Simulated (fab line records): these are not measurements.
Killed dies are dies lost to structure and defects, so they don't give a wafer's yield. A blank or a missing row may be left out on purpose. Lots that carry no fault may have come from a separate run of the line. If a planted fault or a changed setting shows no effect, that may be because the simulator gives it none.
Struck lot and sound lot, side by side ; flow ritCmos ; 14 out of 202 route steps
Sound: wafers L231.1, L231.4, L231.6. Wafers L249.1, L249.3, L249.6 were the ones struck. The cause is given at the end.
At each step with rows: each side's tool, then ch and its chambers, then its first start. Under that, the readings that differ: sound wafers ; struck wafers ; difference of the means ; sigmas: that difference in standard deviations of wafers without a fault.
alike: same words and numbers on both sides, and readings whose means sit less than 2 such deviations apart. not compared: any withheld reading, any reading some wafer has no value for, any bound like >300 that may hide the same value, and any number with overlapping values for which the record gives no deviation.
The two part at a step that has a row with sigmas, a row that says differs or no value, or rows on one side only. Numbers that don't overlap but have no deviation are shown without sigmas and don't part them. A reading that every wafer of one side lacks parts them only if that side has two wafers or more.

first, 3 steps without rows for these wafers: RIT_NWELL_EXPOSE_03 (exposes mask M2, target cd 43900 nm); RIT_NWELL_PEB_04; RIT_NWELL_DEVELOP_05 (develop time 68 s).
RIT_NWELL_OVL_MEAS_06:
  sound on overlay-02 at day 2 03:28; struck on overlay-01 at day 5 19:53
  alike: NWELL_OVL
then, 2 steps without rows for these wafers: RIT_NWELL_HARDBAKE_07 (time 120 s); RIT_NWELL_IMPLANT_08.
RIT_NWELL_STRIP_09: strips in O2, time 180 s.
  sound on plasmaAsher-02 ch 0,1, day 2 03:53; struck on plasmaAsher-01 ch 0,1, day 5 20:19
  alike: drypumpMotorCurrentA, rfReflPowerW
  not compared: rfHoursCounterH
RIT_NWELL_TW_MEAS_10:
  sound on filmMetro-01 at day 2 04:04; struck on filmMetro-03 at day 5 20:29
  alike: NWELL_TW
then, 4 steps without rows for these wafers: RIT_PWELL_HMDS_00 (prime time 60 s); RIT_PWELL_COAT_01 (resist thk 1300 nm); RIT_PWELL_SOFTBAKE_02 (time 60 s); RIT_PWELL_EXPOSE_03 (exposes mask M3, target cd 43700 nm).
RIT_PWELL_PEB_04:
  sound on lithoTrack-03 ch 0, day 2 04:41; struck on lithoTrack-01, day 5 21:21
reading;sound;struck;difference;sigmas
exhaustPa (Pa);46.1 44.7 45.8;- - -;no value on the struck wafers;
  not compared: chillPlateTempC
then, 1 step without rows for these wafers: RIT_PWELL_DEVELOP_05 (develop time 68 s).

== WHERE THEY PART ==
Within this record, at RIT_PWELL_PEB_04 only.

WHY: the cause the simulator had injected
Step skipped in full: lithoTrack-01, at RIT_PWELL_PEB_04, from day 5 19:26 onward. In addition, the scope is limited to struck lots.
